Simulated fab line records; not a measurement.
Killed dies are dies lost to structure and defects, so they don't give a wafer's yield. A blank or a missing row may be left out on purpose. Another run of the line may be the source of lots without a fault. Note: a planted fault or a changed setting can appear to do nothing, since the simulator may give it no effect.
Chamber matching || flow berkeley cmos170 || UCB170_M2_ETCH_17 on rie diel-04 has 4 sister chambers
The step etches BARC in N2/H2. 4 wafers are shown with their chamber, then 10 later ones without.

== WAFERS, EACH WITH ITS CHAMBER ==
{"wafer": "L082.2", "chamber": 1, "throttle valve pct (%)": 13.12}
{"wafer": "L083.5", "chamber": 0, "throttle valve pct (%)": 13.46}
{"wafer": "L088.2", "chamber": 3, "throttle valve pct (%)": 13.36}
{"wafer": "L088.4", "chamber": 2, "throttle valve pct (%)": 13.44}

== WAFERS WITH NO CHAMBER GIVEN ==
{"wafer": "L088.5", "throttle valve pct (%)": 13.35}
{"wafer": "L090.1", "throttle valve pct (%)": 13.46}
{"wafer": "L090.5", "throttle valve pct (%)": 13.46}
{"wafer": "L090.6", "throttle valve pct (%)": 13.36}
{"wafer": "L092.3", "throttle valve pct (%)": 13.35}
{"wafer": "L092.4", "throttle valve pct (%)": 13.45}
{"wafer": "L092.5", "throttle valve pct (%)": 13.45}
{"wafer": "L093.1", "throttle valve pct (%)": 13.35}
{"wafer": "L093.4", "throttle valve pct (%)": 13.12}
{"wafer": "L093.6", "throttle valve pct (%)": 13.35}

== THE CHAMBER EACH PASSED THROUGH ==
{"wafer": "L088.5", "from the rows above": 3, "in truth": 3}
{"wafer": "L090.1", "from the rows above": 0, "in truth": 0}
{"wafer": "L090.5", "from the rows above": 0, "in truth": 0}
{"wafer": "L090.6", "from the rows above": 3, "in truth": 3}
{"wafer": "L092.3", "from the rows above": 3, "in truth": 3}
{"wafer": "L092.4", "from the rows above": "can't be placed: 2 or 0", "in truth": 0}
{"wafer": "L092.5", "from the rows above": "can't be placed: 2 or 0", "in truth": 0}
{"wafer": "L093.1", "from the rows above": 3, "in truth": 3}
{"wafer": "L093.4", "from the rows above": 1, "in truth": 1}
{"wafer": "L093.6", "from the rows above": 3, "in truth": 3}
Correct placement for 8 of the 10. These rows do not allow placing 2 (true chamber among the candidates in 2). Number placed wrongly: 0.
How it was worked out, from the rows above alone: a wafer's distance from a chamber is the root of the sum, over the readings, of the square of ((its reading less the chamber's mean) divided by the reading's scatter). The wafer belongs to the nearest chamber; if the next one is less than 2 further off, it can't be placed. Each chamber's mean is taken over the wafers shown for it. The scatter: with one shown wafer a chamber, the root of the mean of the squares of how far each hidden wafer lies from its nearest shown one.
